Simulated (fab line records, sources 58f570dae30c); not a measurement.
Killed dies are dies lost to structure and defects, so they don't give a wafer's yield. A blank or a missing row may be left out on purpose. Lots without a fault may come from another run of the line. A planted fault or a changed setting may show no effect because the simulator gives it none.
Which tool did it? | flow berkeley_cmos170 | 7 lots, 21 wafers sampled, at 1 step of a route of 331

WHAT THE GAUGES READ, wafer by wafer
UCB170_ACTIVE_OVL_MEAS_14.
lot  | measured    | on         | ACTIVE_OVL (nm)
L417 | day 5 04:32 | overlay-01 | 7 4 2
L420 | day 5 20:41 | overlay-01 | 3 11 3
L422 | day 6 10:56 | overlay-01 | -1 -6 3
L423 | day 6 11:25 | overlay-01 | -6 12 3
L425 | day 6 18:53 | overlay-02 | -4 5 4
L434 | day 9 05:00 | overlay-02 | 1 -3 6
L439 | day 9 16:08 | overlay-02 | -11 -2 -4

WHICH TOOL RAN EACH LOT (tool, then ch and the chambers of the sampled wafers, then the start)
The record holds no process step before these readings.

THE ANSWER, worked out from the rows above alone
Rule: what is usual is taken from the lots themselves. Put in order of their means at a reading, lots are off if they are a third of the lots or fewer, leave a main group of 4 or more, and stand apart from it by a gap of 3 or more times the standard deviation of the main group's means; of several such gaps the widest counts. A main group whose means are all the same, to the digits that the tables above print for the reading, isn't used. A lot without any number at a reading at which 4 lots or more have one is off too. The other lots that the step has rows for count as sound.
No lot is off at any reading shown: from this, nothing can be told.

WHAT THE SIMULATOR HAD PUT IN
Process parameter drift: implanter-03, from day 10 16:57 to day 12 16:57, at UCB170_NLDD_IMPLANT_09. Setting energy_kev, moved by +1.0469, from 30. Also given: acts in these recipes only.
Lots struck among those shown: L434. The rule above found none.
